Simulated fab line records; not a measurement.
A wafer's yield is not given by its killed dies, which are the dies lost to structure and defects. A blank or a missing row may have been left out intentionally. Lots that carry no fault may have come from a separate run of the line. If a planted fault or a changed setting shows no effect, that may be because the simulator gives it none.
Lot-split experiment -- flow berkeleyCmos170 -- on a route of 331 steps: 5 lots, 23 wafers read

## SPLIT DETAILS
At UCB170_SCREENOX_OXIDATION_01 (target thk 14.4 nm, ox time 2400 s), the setting oxTimeS was moved away from the recipe's 2400 s on 20 of the 23 wafers read, by -6.6% to +9.0%. All remaining wafers had this setting at the recipe value.

Split to reading: the file shows no intervening step.

## THE READING
Values of SCREENOX_OXIDE_THK in nm from UCB170_SCREENOX_THK_MEAS_02. Typical for fault-free wafers on this fab line: 14.25 nm, with standard deviation 0.22 nm.

wafer,"tool, chamber at the split","oxTimeS as run, s",against the recipe,"SCREENOX_OXIDE_THK, nm",against lot-mates on the recipe
L074.1,"-, -",2615,+9.0%,14.98,no lot-mate on the recipe
L074.2,"-, -",2615,+9.0%,14.99,no lot-mate on the recipe
L074.3,"-, -",2615,+9.0%,15.01,no lot-mate on the recipe
L074.5,"-, -",2615,+9.0%,15.00,no lot-mate on the recipe
L074.6,"-, -",2615,+9.0%,15.01,no lot-mate on the recipe
L075.2,"furnace-01, 0",2400,recipe,14.20,-
L075.3,"furnace-01, 0",2400,recipe,14.50,-
L075.5,"furnace-01, 0",2400,recipe,14.24,-
L077.2,"-, -",2242,-6.6%,13.65,no lot-mate on the recipe
L077.3,"-, -",2242,-6.6%,13.31,no lot-mate on the recipe
L077.4,"-, -",2242,-6.6%,13.53,no lot-mate on the recipe
L077.5,"-, -",2242,-6.6%,13.52,no lot-mate on the recipe
L077.6,"-, -",2242,-6.6%,13.51,no lot-mate on the recipe
L084.1,"-, -",2286,-4.7%,14.07,no lot-mate on the recipe
L084.2,"-, -",2286,-4.7%,13.95,no lot-mate on the recipe
L084.3,"-, -",2286,-4.7%,13.77,no lot-mate on the recipe
L084.4,"-, -",2286,-4.7%,13.69,no lot-mate on the recipe
L084.6,"-, -",2286,-4.7%,14.08,no lot-mate on the recipe
L085.1,"-, -",2490,+3.8%,14.43,no lot-mate on the recipe
L085.2,"-, -",2490,+3.8%,14.36,no lot-mate on the recipe
L085.3,"-, -",2490,+3.8%,14.71,no lot-mate on the recipe
L085.5,"-, -",2490,+3.8%,14.48,no lot-mate on the recipe
L085.6,"-, -",2490,+3.8%,14.56,no lot-mate on the recipe

FIT RESULTS
A straight line over all 23 wafers: SCREENOX_OXIDE_THK changes by +0.0888 nm for each +1% of oxTimeS; r = +0.96; the points scatter about the line by 0.15 nm.
Too few moved wafers with a lot-mate on the recipe to fit a line net of each lot's own level.

## THE WHOLE CHAIN: every reading that the file lists as answering this split, in the file's order
step,what it does,reading,change (the file's fit),r (the file's)
UCB170_SCREENOX_OXIDATION_01,"target thk 14.4 nm, ox time 2400 s","SiO2_of_SCREENOX_OXIDATION_01.thkNm (the simulator's own value, which no gauge read)",+0.0901 nm for each +1% of the setting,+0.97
UCB170_SCREENOX_THK_MEAS_02,,SCREENOX_OXIDE_THK,+0.0886 for each +1% of the setting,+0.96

## THE FILE'S OWN FIT
SCREENOX_OXIDE_THK changes by +0.0886 nm for each +1% of oxTimeS, r = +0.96.
